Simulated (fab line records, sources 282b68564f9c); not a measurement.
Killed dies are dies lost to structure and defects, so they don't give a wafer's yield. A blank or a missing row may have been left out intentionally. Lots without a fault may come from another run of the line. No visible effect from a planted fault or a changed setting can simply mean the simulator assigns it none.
Split-lot study -- flow rit_cmos -- 23 wafers read across 5 lots, on a route 202 steps long

SPLIT DETAILS
At RIT_ACTIVE_OXIDATION_01 (target thk 46.8 nm, ox time 3360 s), the setting temp_c was moved away from the recipe's 1000 C on 10 of the 23 wafers read, by -1.5% to +0.9%. All remaining wafers had this setting at the recipe value.

Split to reading: the file shows no intervening step.

THE READING
ACTIVE_OXIDE_THK in nanometres, read at RIT_ACTIVE_THK_MEAS_02. Typical for fault-free wafers on this fab line: 46.7 nm, with standard deviation 0.79 nm.

wafer,"tool, chamber at the split","temp_c as run, C",against the recipe,"ACTIVE_OXIDE_THK, nm",against lot-mates on the recipe
L074.1,"-, -",1000,recipe,46.3,-
L074.2,"-, -",1000,recipe,46.5,-
L074.3,"-, -",1000,recipe,46.5,-
L074.5,"-, -",1000,recipe,45.9,-
L074.6,"-, -",1000,recipe,46.4,-
L077.2,"-, -",1009,+0.9%,52.4,no lot-mate on the recipe
L077.3,"-, -",1009,+0.9%,51.6,no lot-mate on the recipe
L077.4,"-, -",1009,+0.9%,51.6,no lot-mate on the recipe
L077.5,"-, -",1009,+0.9%,51.8,no lot-mate on the recipe
L077.6,"-, -",1009,+0.9%,52.0,no lot-mate on the recipe
L078.1,"-, -",1000,recipe,45.1,-
L078.3,"-, -",1000,recipe,45.8,-
L078.4,"-, -",1000,recipe,44.8,-
L078.5,"-, -",1000,recipe,45.9,-
L078.6,"-, -",1000,recipe,46.2,-
L081.1,"-, -",985.4,-1.5%,40.3,no lot-mate on the recipe
L081.2,"-, -",985.4,-1.5%,40.7,no lot-mate on the recipe
L081.3,"-, -",985.4,-1.5%,40.0,no lot-mate on the recipe
L081.4,"-, -",985.4,-1.5%,40.0,no lot-mate on the recipe
L081.6,"-, -",985.4,-1.5%,40.2,no lot-mate on the recipe
L084.3,"furnace-03, 0",1000,recipe,47.2,-
L084.4,"furnace-03, 0",1000,recipe,48.1,-
L084.5,"furnace-03, 0",1000,recipe,47.1,-

FIT RESULTS
A straight line over all 23 wafers: ACTIVE_OXIDE_THK changes by +4.81 nm for each +1% of temp_c; r = +0.98; the points scatter about the line by 0.9 nm.
Too few moved wafers with a lot-mate on the recipe to fit a line net of each lot's own level.

THE WHOLE CHAIN: every reading that the file lists as answering this split, in the file's order
step,what it does,reading,change (the file's fit),r (the file's)
RIT_ACTIVE_OXIDATION_01,"target thk 46.8 nm, ox time 3360 s","SiO2_of_ACTIVE_OXIDATION_01.thk_nm (the simulator's own value, which no gauge read)",+4.79 nm for each +1% of the setting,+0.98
RIT_ACTIVE_THK_MEAS_02,,ACTIVE_OXIDE_THK,+4.79 for each +1% of the setting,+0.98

FILE'S OWN FIT
ACTIVE_OXIDE_THK changes by +4.79 nm for each +1% of temp_c, r = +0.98.
